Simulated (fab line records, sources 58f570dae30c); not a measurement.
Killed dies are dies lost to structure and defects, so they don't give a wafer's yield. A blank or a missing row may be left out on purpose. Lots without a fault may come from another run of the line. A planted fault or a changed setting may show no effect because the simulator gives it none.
Problem report in the 8D (eight disciplines) form, filled by code | flow berkeley_cmos170 | the parts of the form that need people (team, actions taken, sign-off) are left out

1. THE PROBLEM
cd_nm at UCB170_M3_CD_MEAS_90 reads a mean of 678 nm on 9 wafers of 3 lots; wafers without a fault read 698 nm with a standard deviation of 3.1. That is -6.6 standard deviations from the usual mean.
The step: target cd 700 nm.
First seen on wafer L111.2, day 9 09:18, on cd_sem-02. The record holds 39 wafers of 13 lots with a number at this step. Rule for "out", or "out of limits": more than 4 standard deviations from the usual mean. The other wafers with a number count as sound.

2. WHAT IT IS AND WHAT IT IS NOT
question                    | is                     | is not
which readings at this step | cd_nm                  | -
which lots                  | L110, L111, L116       | L104, L105, L107, L108, L115, L117, L121, L122, L124, L125
which wafers of those lots  | all that have a number | -
read on which gauges        | cd_sem-01, cd_sem-02   | -
when                        | from day 9 09:18       | up to then (12 sound wafers); but 18 sound wafers of L115, L117, L121, L122, L124, L125 came after

3. SUSPECTS, AND WHAT RULES EACH OUT
Counting: a tool at a process step up to the reading stays a suspect if it ran every lot that is out and no sound lot after the first of them.
- the gauge at UCB170_M3_CD_MEAS_90: ruled out. The wafers that are out were read on 2 gauges (cd_sem-01, cd_sem-02).
- rie_metal-04 at UCB170_M3_METAL_ETCH_18 (etches Al in Cl2/BCl3, stops on SiO2, target depth 1170 nm, time 195 s): kept. It ran every lot that is out, first L111 (day 9 08:55), and no sound lot after that; its last sound lot up to then is L108 (day 9 02:46). Its own readings are out on those wafers: rf_fwd_power_W.
Left after counting: rie_metal-04 at UCB170_M3_METAL_ETCH_18.

4. THE CAUSE (what the simulator had put in)
Process parameter drift: rie_metal-04, from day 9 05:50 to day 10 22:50, at UCB170_M3_METAL_ETCH_18. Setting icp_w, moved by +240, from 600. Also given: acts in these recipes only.
Counting left only this tool.

5. THE CHAIN OF EFFECTS, in route order
Each row: a reading whose mean over the struck wafers that have a number lies more than 3 standard deviations from the usual. Only readings for which the record gives a usual standard deviation are gone through. hours: the time from each lot's start at the first step in this table that gives one to its start at this step, as a median over the lots. sigmas: the change in usual standard deviations.
hours | step                    | reading        | usual      | on struck wafers | change | sigmas
0     | UCB170_M3_METAL_ETCH_18 | rf_fwd_power_W | 597.3 W    | 837.7            | +240.4 | +99 or more
0     | UCB170_M3_STRIP_19      | oes_product_au | 0.533 a.u. | 0.315            | -0.218 | -10
0     | UCB170_M3_CD_MEAS_90    | cd_nm          | 698 nm     | 678              | -20    | -6.6
The process steps in it:
- UCB170_M3_METAL_ETCH_18: etches Al in Cl2/BCl3, stops on SiO2, target depth 1170 nm, time 195 s.
- UCB170_M3_STRIP_19: strips in O2.

6. WHAT WOULD HAVE CAUGHT IT SOONER
In this record the first reading out of limits at a measuring or inspecting step was taken at day 9 09:18, 3 hours after the fault began at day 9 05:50.
The tool's own readings at UCB170_M3_METAL_ETCH_18 were out on every struck wafer that the step has a row for (rf_fwd_power_W): an alarm limit on them would have fired on the first of those.
Of the lots that are out (3), L110, L116 began UCB170_M3_METAL_ETCH_18 on rie_metal-04 after day 9 09:18. A hold on the tool at that time would have spared those 2.
